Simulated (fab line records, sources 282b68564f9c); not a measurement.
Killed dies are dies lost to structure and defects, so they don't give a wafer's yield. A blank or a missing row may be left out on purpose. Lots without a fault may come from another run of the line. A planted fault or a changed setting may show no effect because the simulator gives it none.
Problem report in the 8D (eight disciplines) form, filled by code | flow rit_cmos | the parts of the form that need people (team, actions taken, sign-off) are left out

1. THE PROBLEM
CONTACT_TEOS_THK at RIT_CONTACT_THK_MEAS_01 reads a mean of 150 nm on 6 wafers of 2 lots; wafers without a fault read 400 nm with a standard deviation of 5.5. That is -45 standard deviations from the usual mean.
First seen on wafer L461.1, day 4 16:34, on film_metro-01. The record holds 42 wafers of 14 lots with a number at this step. Rule for "out", or "out of limits": more than 4 standard deviations from the usual mean. The other wafers with a number count as sound.

2. WHAT IT IS AND WHAT IT IS NOT
question                    | is                           | is not
which readings at this step | CONTACT_TEOS_THK             | -
which lots                  | L461, L464                   | L454, L455, L456, L457, L467, L468, L470, L471, L473, L474, L476, L477
which wafers of those lots  | all that have a number       | -
read on which gauges        | film_metro-01, film_metro-04 | film_metro-03
when                        | from day 4 16:34             | up to then (12 sound wafers); but 24 sound wafers of L467, L468, L470, L471, L473, L474, L476, L477 came after

3. SUSPECTS, AND WHAT RULES EACH OUT
Counting: a tool at a process step up to the reading stays a suspect if it ran every lot that is out and no sound lot after the first of them.
- the gauge at RIT_CONTACT_THK_MEAS_01: ruled out. The wafers that are out were read on 2 gauges (film_metro-01, film_metro-04).
- pecvd-04 at RIT_CONTACT_CVD_00 (deposits SiO2 from TEOS, target thk 400 nm, time 61 s): kept. It ran every lot that is out, first L461 (day 4 16:31), and no sound lot after that; its last sound lot up to then is L455 (day 3 12:41).
Left after counting: pecvd-04 at RIT_CONTACT_CVD_00.

4. THE CAUSE (what the simulator had put in)
Process parameter drift: pecvd-04, from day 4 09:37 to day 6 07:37, at RIT_CONTACT_CVD_00. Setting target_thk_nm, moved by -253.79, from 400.
Counting left only this tool.

5. THE CHAIN OF EFFECTS, in route order
Each row: a reading whose mean over the struck wafers that have a number lies more than 3 standard deviations from the usual. Only readings for which the record gives a usual standard deviation are gone through. hours: the time from each lot's start at the first step in this table that gives one to its start at this step, as a median over the lots. sigmas: the change in usual standard deviations.
hours | step                    | reading          | usual  | on struck wafers | change | sigmas
0     | RIT_CONTACT_THK_MEAS_01 | CONTACT_TEOS_THK | 400 nm | 150              | -250   | -45
Later measuring or inspecting steps at which every struck wafer that the step has a row for has a number for every such reading, and none has moved that far: RIT_M1_CD_MEAS_90.

6. WHAT WOULD HAVE CAUGHT IT SOONER
In this record the first reading out of limits at a measuring or inspecting step was taken at day 4 16:34, 7 hours after the fault began at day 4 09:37.
Of the tool readings at RIT_CONTACT_CVD_00 for which the record gives a usual standard deviation, none was out on any struck wafer, so an alarm limit of 4 standard deviations on them would not have fired.
Of the lots that are out (2), L464 began RIT_CONTACT_CVD_00 on pecvd-04 after day 4 16:34. A hold on the tool at that time would have spared it.
